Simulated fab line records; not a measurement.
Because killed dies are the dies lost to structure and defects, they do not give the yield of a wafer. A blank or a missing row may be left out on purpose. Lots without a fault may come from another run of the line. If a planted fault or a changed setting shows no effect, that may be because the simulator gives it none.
The same fault as seen by 2 desks    flow berkeley cmos170    numbers are kept per desk, each desk with only its own; the story behind them comes last

## TOOL OWNER'S DESK, furnace-02
The tool's own readings at UCB170_GATE_ANNEAL_03 (time 1800 s): means of the sampled wafers that have a number, for each lot that ran on this tool. The brackets show how far a lot's mean lies from the usual mean; more than 4 standard deviations puts the lot out of limits, marked OUT.
Columns: A = spike tc centre C at UCB170_GATE_ANNEAL_03, usual 902.9 C; B = spike tc load C at UCB170_GATE_ANNEAL_03, usual 924.4 C; C = tube_center_temp_C_max at UCB170_GATE_ANNEAL_03, usual 902.3; D = zone power centre pct at UCB170_GATE_ANNEAL_03, usual 48 %
lot   first seen here  A      B      C      D
L893  day 5 20:23      902.8  921.6  902.3  45
L905  day 8 14:13      903.6  921.3  902.2  45
L906  day 8 14:13      903.4  920.7  902.2  44
This desk's verdict: no lot among the 3 shows anything out of limits.

## THE METROLOGY DESK
Lot by lot, what the gauges showed, no matter which tool ran the lot: averages of those sampled wafers that carry a number. The brackets show how far a lot's mean lies from the usual mean; more than 4 standard deviations puts the lot out of limits, marked OUT.
Columns: A = NWELL_OXIDE_THK at UCB170_NWELL_THK_MEAS_02, usual 26.0 nm; B = PLDD_OVL at UCB170_PLDD_OVL_MEAS_07, usual 0 nm
lot   first seen here  A     B
L892  day 1 19:14      25.8  8
L893  day 2 03:49      26.3  3
L894  day 2 12:47      25.8  7
L895  day 2 17:40      26.5  -1
L897  day 3 04:14      25.5  -1
L898  day 3 08:25      26.6  2
L899  day 3 08:25      25.9  1
L900  day 3 14:08      26.5  3
L902  day 3 22:57      26.5  -1
L905  day 4 18:25      25.4  -0
L906  day 4 18:25      25.6  2
L913  day 6 06:02      25.9  2
L914  day 6 11:44      26.2  -
L915  day 6 19:46      26.6  -
This desk's verdict: no lot among the 14 shows anything out of limits.

## PUT TOGETHER
The desk of the tool owner found nothing out of limits.
From the metrology desk's view, nothing was out of limits.

## WHAT THE SIMULATOR HAD INSERTED
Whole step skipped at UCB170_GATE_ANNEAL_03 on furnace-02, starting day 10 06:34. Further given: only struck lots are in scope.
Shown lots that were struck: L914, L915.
